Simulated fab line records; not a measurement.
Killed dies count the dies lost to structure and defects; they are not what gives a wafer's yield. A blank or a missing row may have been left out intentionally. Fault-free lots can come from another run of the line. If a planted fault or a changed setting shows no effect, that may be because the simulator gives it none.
A struck lot beside a sound one    flow berkeley_cmos170    22 steps out of a route of 331
Sound: wafers L712.2, L712.3, L712.6. Struck: wafers L727.2, L727.4, L727.5. The cause is given at the end.
At each step with rows: each side's tool, then ch and its chambers, then its first start. Under that, the readings that differ: sound wafers    struck wafers    difference of the means    sigmas: that difference in standard deviations of wafers without a fault.
alike: same words and numbers on both sides, and readings whose means sit less than 2 such deviations apart. not compared: any withheld reading, any reading some wafer has no value for, any bound like >300 that may hide the same value, and any number with overlapping values for which the record gives no deviation.
A row with sigmas, a row that says differs or no value, or rows on one side alone: a step with any of these is where the two part. Numbers that don't overlap but have no deviation are shown without sigmas and don't part them. Lack of a reading on every wafer of one side parts them only where that side has two or more wafers.

first, 5 steps without rows for these wafers: UCB170_ACTIVE_COAT_08 (resist thk 900 nm); UCB170_ACTIVE_SOFTBAKE_09 (time 60 s); UCB170_ACTIVE_EXPOSE_10 (exposes mask ACTIVE, target cd 1200 nm); UCB170_ACTIVE_PEB_11; UCB170_ACTIVE_DEVELOP_12 (develop time 45 s).
UCB170_ACTIVE_CD_MEAS_13 targets a cd of 1200 nm.
  struck on cd_sem-02, day 8 09:00; sound on cd_sem-01, day 4 23:57
  alike: cd_nm
UCB170_ACTIVE_OVL_MEAS_14:
  struck on overlay-01, day 8 09:07; sound on overlay-01, day 5 00:03
  alike: ACTIVE_OVL
UCB170_ACTIVE_ETCH_15: etches Si3N4 in CH3F/Ar/O2, stops on SiO2, target depth 242 nm, time 151 s.
  sound on rie_diel-01 ch 1,2, day 5 00:05; struck on rie_diel-01 ch 0,1,2, day 8 09:08
  alike: O2_flow_sccm, drypump_motor_current_A, mfc_ar_sccm, oes_product_au, throttle_valve_pct
  not compared: rf_hours_counter_h
UCB170_ACTIVE_STRIP_16: strips in O2.
  sound on plasma_asher-02 ch 1, day 5 00:11; struck on plasma_asher-03 ch 1, day 8 09:14
  alike: drypump_motor_current_A, o2_flow_sccm, oes_product_au, strip_time_to_endpoint_s
  not compared: rf_hours_counter_h
UCB170_ACTIVE_CD_MEAS_90 targets a cd of 1200 nm.
  struck on cd_sem-02, day 8 09:24; sound on cd_sem-02, day 5 00:19
  alike: cd_nm
then, 2 steps without rows for these wafers: UCB170_ACTIVE_CLEAN_17 (cleans in SPM, time 600 s); UCB170_PFIELD_HMDS_00 (prime time 60 s).
UCB170_PFIELD_COAT_01: resist thk 900 nm.
  sound on litho_track-01 ch 0, day 5 01:29; struck on litho_track-02 ch 0, day 8 09:56
reading                                  sound            struck          difference  sigmas
model.KrF_of_PFIELD_COAT_01.thk_nm (nm)  902.3 902.1 900  1077 1079 1079  +177        
then, 3 steps without rows for these wafers: UCB170_PFIELD_SOFTBAKE_02 (time 60 s); UCB170_PFIELD_EXPOSE_03 (exposes mask PFIELD, target cd 1500 nm); UCB170_PFIELD_PEB_04.
UCB170_PFIELD_DEVELOP_05: develop time 45 s.
  sound on litho_track-02 ch 0; struck on litho_track-01 ch 0
reading                                  sound              struck          difference  sigmas
model.KrF_of_PFIELD_COAT_01.thk_nm (nm)  888.1 887.9 885.7  1063 1064 1065  +177        
  alike: developer_temp_C
UCB170_PFIELD_OVL_MEAS_06:
  struck on overlay-01, day 8 10:44; sound on overlay-01, day 5 02:58
  alike: PFIELD_OVL
then, 1 step without rows for these wafers: UCB170_PFIELD_IMPLANT_07.
UCB170_PFIELD_STRIP_08: strips in O2.
  sound on plasma_asher-01 ch 0,1, day 5 03:10; struck on plasma_asher-04 ch 0,1, day 8 10:55
reading                       sound              struck             difference  sigmas
strip_time_to_endpoint_s (s)  21.68 21.68 21.63  25.85 25.88 25.90  +4.21       +57
  alike: drypump_motor_current_A, o2_flow_sccm, oes_product_au
  not compared: rf_hours_counter_h
UCB170_PFIELD_TW_MEAS_09:
  struck on film_metro-02, day 8 11:01; sound on film_metro-03, day 5 03:16
reading    sound        struck       difference  sigmas
PFIELD_TW  597 599 600  606 607 606  +8          +2
then, 1 step without rows for these wafers: UCB170_M3_PROBE_99.

## WHERE THEY PART
Earliest at UCB170_PFIELD_STRIP_08; latest, in this record, at UCB170_PFIELD_TW_MEAS_09.

WHY: the cause the simulator had injected
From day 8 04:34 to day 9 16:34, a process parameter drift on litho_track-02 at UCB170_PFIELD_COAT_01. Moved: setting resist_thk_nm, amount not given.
